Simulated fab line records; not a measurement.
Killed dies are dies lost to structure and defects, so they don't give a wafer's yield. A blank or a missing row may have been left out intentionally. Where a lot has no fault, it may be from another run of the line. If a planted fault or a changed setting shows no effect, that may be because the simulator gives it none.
A struck lot beside a sound one + flow rit-cmos + 14 steps out of a route of 202
Sound: wafers L562.2, L562.5, L562.6. Struck: wafer L572.6 (left out: L572.4, L572.5 of the same lot, which were not struck); the cause appears at the end.
At each step with rows: each side's tool, then ch and its chambers, then its first start. Under that, the readings that differ: sound wafers + struck wafers + difference of the means + sigmas: that difference in standard deviations of wafers without a fault.
alike: readings with means less than 2 such deviations apart, plus words and numbers identical on both sides. not compared: withheld readings, readings lacking a value on some wafer, bounds such as >300 that could conceal the same value, and numbers that have no deviation in the record and whose values overlap.
Wherever a step has rows on one side only, a row that says differs or no value, or a row with sigmas, the two part there. Non-overlapping numbers with no deviation appear without sigmas and do not part them. A reading that every wafer of one side lacks parts them only if that side has two wafers or more.

RIT_SILICIDE_RTA_06: time 10 s, ramp up 5 s, ramp down 10 s.
  sound on rtp-anneal-02 ch 0, day 3 19:28; struck on rtp-anneal-02 ch 0, day 5 21:20
  alike: anneal-temp-c-max, wafer_temp_C_max
RIT_CONTACT_CVD_00: deposits SiO2 from TEOS, target thk 400 nm, time 61 s.
  sound on pecvd-03 ch 0,1,2, day 3 19:32; struck on pecvd-02 ch 1, day 5 21:24
  alike: heater-power-w
RIT_CONTACT_THK_MEAS_01:
  sound on film-metro-04, day 3 19:35; struck on film-metro-04, day 5 21:28
  alike: CONTACT_TEOS_THK
then, 6 steps without rows for these wafers: RIT_CONTACT_HMDS_02 (prime time 60 s); RIT_CONTACT_COAT_03 (resist thk 1000 nm); RIT_CONTACT_SOFTBAKE_04 (time 60 s); RIT_CONTACT_EXPOSE_05 (exposes mask M11, target cd 1000 nm); RIT_CONTACT_PEB_06; RIT_CONTACT_DEVELOP_07 (develop time 120 s).
RIT_CONTACT_CD_MEAS_08: the cd target is 1000 nm.
  sound on cd-sem-01, day 3 20:38; struck on cd-sem-01, day 5 22:56
  alike: cd-nm
RIT_CONTACT_OVL_MEAS_09:
  sound on overlay-02, day 3 20:44; struck on overlay-01, day 5 23:01
  alike: CONTACT_OVL
then, 1 step without rows for these wafers: RIT_CONTACT_HARDBAKE_10 (time 60 s).
RIT_CONTACT_ETCH_11: etches SiO2 in CHF3/CF4/Ar, stops on TiSi2, target depth 480 nm, time 320 s.
  sound on rie-diel-01 ch 1,2, day 3 20:55; struck on rie-diel-01 ch 1, day 5 23:17
| reading                                      | sound           | struck | difference | sigmas |
|----------------------------------------------|-----------------|--------|------------|--------|
| model.NOVOLAK_of_CONTACT_COAT_03.thk-nm (nm) | 762.2 762.2 759 | 783.4  | +22.3      |        |
  alike: drypump-motor-current-A, oes-product-au, throttle-valve-pct
  not compared: rf-hours-counter-h
RIT_CONTACT_STRIP_12: strips in O2, time 180 s.
  sound on plasma-asher-04 ch 0,1, day 3 21:07; struck on plasma-asher-01 ch 1, day 5 23:26
  alike: drypump-motor-current-A
  not compared: rf-hours-counter-h

== WHERE THEY PART ==
Nowhere in this record.

WHY: whatever the simulator had introduced
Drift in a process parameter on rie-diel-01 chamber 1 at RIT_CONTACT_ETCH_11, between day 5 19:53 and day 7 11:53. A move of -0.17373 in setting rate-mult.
